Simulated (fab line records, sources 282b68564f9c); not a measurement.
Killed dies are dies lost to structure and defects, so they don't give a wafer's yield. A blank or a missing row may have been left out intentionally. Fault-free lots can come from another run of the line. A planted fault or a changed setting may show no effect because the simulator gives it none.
Commonality check across tools + flow rit-cmos + 42 wafers sampled across 14 lots

REASON FOR OPENING
At RIT_PWELL_TW_MEAS_10 the reading PWELL_TW is flagged on 2 of 14 lots. Fault-free wafers read 956, with a standard deviation of 4.8.
Rule: flag the lot when none of its wafers has a number, or when each of its wafers that has one lies beyond 4 standard deviations from that mean. As for the other lots, they are considered sound.

| lot  | measured    | on            | PWELL_TW, wafer by wafer | flag    |
|------|-------------|---------------|--------------------------|---------|
| L111 | day 2 01:26 | film-metro-03 | 959 961 956              |         |
| L115 | day 2 20:14 | film-metro-04 | 955 958 955              |         |
| L116 | day 2 23:56 | film-metro-04 | 954 956 956              |         |
| L118 | day 3 11:09 | film-metro-04 | 955 955 953              |         |
| L119 | day 3 18:04 | film-metro-04 | 950 953 955              |         |
| L120 | day 3 22:32 | film-metro-03 | 958 958 953              |         |
| L123 | day 4 13:12 | film-metro-04 | 961 959 964              |         |
| L124 | day 4 17:50 | film-metro-04 | 961 962 964              |         |
| L127 | day 5 08:20 | film-metro-03 | 953 950 954              |         |
| L128 | day 5 16:53 | film-metro-04 | 925 929 932              | FLAGGED |
| L129 | day 5 22:07 | film-metro-04 | 931 925 931              | FLAGGED |
| L130 | day 6 01:00 | film-metro-04 | 957 954 959              |         |
| L132 | day 6 10:40 | film-metro-04 | 965 965 960              |         |
| L134 | day 6 19:56 | film-metro-03 | 958 956 954              |         |
The numbers of the flagged lots are 929 on average: -27 against the usual, or -6 standard deviations.

TOOL THAT RAN EACH LOT
2 process steps preceding the reading are held in the record, out of 202 steps in the route. Cell contents, in order: the tool; ch with the chambers the sampled wafers went through; the start.
| lot  | flag    | RIT_ACTIVE_ETCH_13                | RIT_PWELL_IMPLANT_08           |
|------|---------|-----------------------------------|--------------------------------|
| L111 |         | rie-diel-04 ch 1,2,3, day 1 15:14 | implanter-01 ch 0, day 2 01:07 |
| L115 |         | rie-diel-03 ch 0,1,2, day 2 11:32 | implanter-04 ch 0, day 2 19:56 |
| L116 |         | rie-diel-01 ch 0,1,2, day 2 15:43 | implanter-02 ch 0, day 2 23:37 |
| L118 |         | rie-diel-04 ch 0,1,3, day 3 01:50 | implanter-04 ch 0, day 3 10:50 |
| L119 |         | rie-diel-01 ch 0,3, day 3 07:24   | implanter-02 ch 0, day 3 17:46 |
| L120 |         | rie-diel-03 ch 0,1,3, day 3 11:58 | implanter-01 ch 0, day 3 22:12 |
| L123 |         | rie-diel-03 ch 0,1, day 4 03:31   | implanter-02 ch 0, day 4 12:53 |
| L124 |         | rie-diel-03 ch 0,1,2, day 4 07:50 | implanter-02 ch 0, day 4 17:31 |
| L127 |         | rie-diel-04 ch 0,1,2, day 4 23:46 | implanter-04 ch 0, day 5 08:00 |
| L128 | FLAGGED | rie-diel-01 ch 0,2, day 5 05:34   | implanter-02 ch 0, day 5 16:35 |
| L129 | FLAGGED | rie-diel-03 ch 0,3, day 5 09:51   | implanter-02 ch 0, day 5 21:47 |
| L130 |         | rie-diel-03 ch 0,1,2, day 5 14:21 | implanter-01 ch 0, day 6 00:41 |
| L132 |         | rie-diel-04 ch 0,2, day 6 00:27   | implanter-01 ch 0, day 6 10:20 |
| L134 |         | rie-diel-01 ch 1,2, day 6 10:39   | implanter-04 ch 0, day 6 19:37 |
These steps, and what they do:
- RIT_ACTIVE_ETCH_13: etches Si3N4 in SF6, stops on SiO2, time 210 s, target depth 210 nm.
- RIT_PWELL_IMPLANT_08
- RIT_PWELL_TW_MEAS_10

FLAGGED AGAINST TOTAL, ONE TOOL AT A TIME (gauges that did the reading follow at the end)
| step                 | tool          | lots run | flagged | share of the flagged lots | sound lots run after its first flagged lot |
|----------------------|---------------|----------|---------|---------------------------|--------------------------------------------|
| RIT_ACTIVE_ETCH_13   | rie-diel-01   | 4        | 1       | some                      | 1 (L134)                                   |
| RIT_ACTIVE_ETCH_13   | rie-diel-03   | 6        | 1       | some                      | 1 (L130)                                   |
| RIT_ACTIVE_ETCH_13   | rie-diel-04   | 4        | 0       | none                      | -                                          |
| RIT_PWELL_IMPLANT_08 | implanter-01  | 4        | 0       | none                      | -                                          |
| RIT_PWELL_IMPLANT_08 | implanter-02  | 6        | 2       | all                       | 0                                          |
| RIT_PWELL_IMPLANT_08 | implanter-04  | 4        | 0       | none                      | -                                          |
| RIT_PWELL_TW_MEAS_10 | film-metro-03 | 4        | 0       | none                      | -                                          |
| RIT_PWELL_TW_MEAS_10 | film-metro-04 | 10       | 2       | all                       | 2 (L130,L132)                              |

WHAT THE TABLE ALLOWS
Every flagged lot went through 2 rows of the table: implanter-02 at RIT_PWELL_IMPLANT_08 and film-metro-04 at RIT_PWELL_TW_MEAS_10.
- implanter-02 at RIT_PWELL_IMPLANT_08 ran 6 lots, 2 of them flagged. Last sound lot L124 at day 4 17:31, first flagged lot L128 at day 5 16:35; a fault beginning in between fits. Its own readings (beam-energy-keV) fall more than 4 standard deviations out on all wafers of the flagged lots.
- film-metro-04 at RIT_PWELL_TW_MEAS_10 ran 10 lots, 2 of them flagged. Lots that were sound ran on it after the first flagged one (L130, L132); a persistent fault on the entire tool would not allow that.
implanter-02 at RIT_PWELL_IMPLANT_08 is the single tool remaining.

WHAT THE SIMULATOR HAD PUT IN
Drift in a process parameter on implanter-02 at RIT_PWELL_IMPLANT_08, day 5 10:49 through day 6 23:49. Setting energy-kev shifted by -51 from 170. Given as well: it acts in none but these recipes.
Lots struck among those shown: L128, L129. The rule above found the same.
